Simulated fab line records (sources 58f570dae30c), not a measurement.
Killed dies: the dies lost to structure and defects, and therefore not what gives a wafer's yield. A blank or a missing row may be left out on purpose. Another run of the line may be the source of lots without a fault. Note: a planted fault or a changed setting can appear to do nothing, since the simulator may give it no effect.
Comparing a struck lot with a sound one + flow berkeleyCmos170 + 29 steps out of a route of 331
Sound: these wafers, L898.2, L898.3, L898.5. Wafers L905.2, L905.4, L905.6 were the ones struck. The cause is given at the end.
Each step with rows lists, per side, the tool, then ch with its chambers, then its first start. Under that, the readings that differ: sound wafers + struck wafers + difference of the means + sigmas: that difference in standard deviations of wafers without a fault.
alike: a reading whose means differ by less than 2 such deviations, as well as words and numbers matching on both sides. not compared: withheld readings; readings where some wafer has no value; bounds like >300 that might hide an equal value; numbers whose values overlap and for which the record gives no deviation.
The two part at a step that has a row with sigmas, a row that says differs or no value, or rows on one side only. Numbers that don't overlap but have no deviation are shown without sigmas and don't part them. Lack of a reading on every wafer of one side parts them only where that side has two or more wafers.

UCB170_ACTIVE_THK_MEAS_03:
  struck on filmMetro-03, day 5 07:32; sound on filmMetro-02, day 4 00:59
  alike: ACTIVE_OXIDE_THK
then, 2 steps without rows for these wafers: UCB170_ACTIVE_ANNEAL_04 (time 900 s); UCB170_ACTIVE_CVD_05 (deposits Si3N4 from SiH2Cl2/NH3, target thk 220 nm, time 3300 s).
UCB170_ACTIVE_THK_MEAS_06:
  struck on filmMetro-03, day 5 13:21; sound on filmMetro-03, day 4 08:44
  alike: ACTIVE_NITRIDE_THK
then, 6 steps without rows for these wafers: UCB170_ACTIVE_HMDS_07 (prime time 60 s); UCB170_ACTIVE_COAT_08 (resist thk 900 nm); UCB170_ACTIVE_SOFTBAKE_09 (time 60 s); UCB170_ACTIVE_EXPOSE_10 (exposes mask ACTIVE, target cd 1200 nm); UCB170_ACTIVE_PEB_11; UCB170_ACTIVE_DEVELOP_12 (develop time 45.82 s).
UCB170_ACTIVE_CD_MEAS_13: target cd 1200 nm.
  struck on cdSem-01, day 5 14:25; sound on cdSem-01, day 4 09:57
  alike: cdNm
UCB170_ACTIVE_OVL_MEAS_14:
  struck on overlay-01, day 5 14:31; sound on overlay-02, day 4 10:04
  alike: ACTIVE_OVL
UCB170_ACTIVE_ETCH_15: etches Si3N4 in CH3F/Ar/O2, stops on SiO2, target depth 242 nm, time 151 s.
  sound on rieDiel-01 ch 1,2,3, day 4 10:05; struck on rieDiel-02 ch 0,2, day 5 14:32
| reading                                      | sound             | struck            | difference | sigmas |
|----------------------------------------------|-------------------|-------------------|------------|--------|
| model.KrF_of_ACTIVE_COAT_08.thkNm (nm)       | 728.4 724.4 722.2 | 651.6 651.6 653.6 | -72.7      |        |
| model.SiO2_of_ACTIVE_OXIDATION_02.thkNm (nm) | 22.45 22.04 21.5  | 4.306 3.594 4.393 | -17.899    |        |
  alike: O2_flow_sccm, drypumpMotorCurrentA, oesProductAu, rfFwdPowerW, throttleValvePct
  not compared: rfHoursCounterH
UCB170_ACTIVE_STRIP_16: strips in O2.
  sound on plasmaAsher-02 ch 0,1, day 4 10:11; struck on plasmaAsher-04 ch 0,1, day 5 14:41
| reading                  | sound             | struck            | difference | sigmas |
|--------------------------|-------------------|-------------------|------------|--------|
| stripTimeToEndpointS (s) | 18.16 18.08 18.02 | 16.34 16.32 16.39 | -1.74      | -21    |
  alike: drypumpMotorCurrentA, oesProductAu
  not compared: rfHoursCounterH
UCB170_ACTIVE_CD_MEAS_90: target cd 1200 nm.
  struck on cdSem-01, day 5 14:48; sound on cdSem-02, day 4 10:19
  alike: cdNm
then, 7 steps without rows for these wafers: UCB170_ACTIVE_CLEAN_17 (cleans in SPM, time 600 s); UCB170_PFIELD_HMDS_00 (prime time 60 s); UCB170_PFIELD_COAT_01 (resist thk 900 nm); UCB170_PFIELD_SOFTBAKE_02 (time 60 s); UCB170_PFIELD_EXPOSE_03 (exposes mask PFIELD, target cd 1500 nm); UCB170_PFIELD_PEB_04; UCB170_PFIELD_DEVELOP_05 (develop time 45 s).
UCB170_PFIELD_OVL_MEAS_06:
  struck on overlay-01, day 5 17:28; sound on overlay-01, day 4 12:08
  alike: PFIELD_OVL
after that, 1 step had no rows for these wafers: UCB170_PFIELD_IMPLANT_07.
UCB170_PFIELD_STRIP_08: strips in O2.
  sound on plasmaAsher-04 ch 0, day 4 12:19; struck on plasmaAsher-04 ch 0,1, day 5 17:39
  alike: drypumpMotorCurrentA, oesProductAu, stripTimeToEndpointS
  not compared: rfHoursCounterH
UCB170_PFIELD_TW_MEAS_09:
  struck on filmMetro-01, day 5 17:46; sound on filmMetro-01, day 4 12:26
  alike: PFIELD_TW
UCB170_FIELD_CLEAN_00: cleans in dHF, time 7.5 s.
  sound on wetBench-04 ch 3, day 4 12:29; struck on wetBench-04 ch 0, day 5 19:27
| reading                                      | sound             | struck           | difference | sigmas |
|----------------------------------------------|-------------------|------------------|------------|--------|
| model.SiO2_of_ACTIVE_OXIDATION_02.thkNm (nm) | 20.98 20.59 20.04 | 2.826 2.117 2.92 | -17.916    |        |
then, 1 step without rows for these wafers: UCB170_FIELD_OXIDATION_01 (target thk 558.3 nm, ox time 7200 s).
-- the record jumps here: 3 days lie between the struck wafers' starts before and after (it left off in module FIELD and takes up again in module M3, whose first step shown is number 331 of the route) --
UCB170_M3_PROBE_99:
  rows exist in the record for the struck wafers here (prober-02, day 9 03:28), but not for the sound ones

WHERE THEY PART
At UCB170_ACTIVE_STRIP_16 first; at UCB170_M3_PROBE_99 last (within this record only).

WHY: what had been put in by the simulator
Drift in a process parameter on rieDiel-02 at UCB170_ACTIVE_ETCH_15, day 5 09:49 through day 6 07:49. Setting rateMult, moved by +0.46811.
